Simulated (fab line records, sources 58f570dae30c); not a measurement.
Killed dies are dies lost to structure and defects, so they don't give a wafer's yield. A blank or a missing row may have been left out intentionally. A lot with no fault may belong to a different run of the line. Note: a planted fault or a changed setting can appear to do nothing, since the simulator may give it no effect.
Chamber matching ; flow berkeleyCmos170 ; UCB170_ACTIVE_ETCH_15 on rieDiel-03: 4 sister chambers
The step etches Si3N4 in CH3F/Ar/O2, stops on SiO2, target depth 242 nm, time 151 s. 4 wafers are shown with their chamber, then 7 later ones without.

== EACH WAFER AND ITS CHAMBER ==
wafer;chamber;drypumpMotorCurrentA (A)
L308.2;0;5.7
L312.6;3;6.5
L314.1;1;5.8
L314.4;2;5.5

== WAFERS WHOSE CHAMBER IS MISSING ==
wafer;drypumpMotorCurrentA (A)
L314.6;5.8
L316.2;5.5
L316.5;5.8
L316.6;5.5
L317.1;5.7
L317.2;6.5
L317.6;6.6

== WHICH CHAMBER EACH ONE RAN IN ==
wafer;from the rows above;in truth
L314.6;1;1
L316.2;2;2
L316.5;1;1
L316.6;2;2
L317.1;0;0
L317.2;3;3
L317.6;3;3
7 of 7 placed correctly. Not placeable from these rows: 0. 0 placed wrongly.
How it was worked out, from the rows above alone: a wafer's distance from a chamber is the root of the sum, over the readings, of the square of ((its reading less the chamber's mean) divided by the reading's scatter). The wafer belongs to the nearest chamber; if the next one is less than 2 further off, it can't be placed. A chamber's mean is the mean of its shown wafers. The scatter (one wafer shown for each chamber): square how far every hidden wafer sits from the nearest shown wafer, average those squares and take the square root.
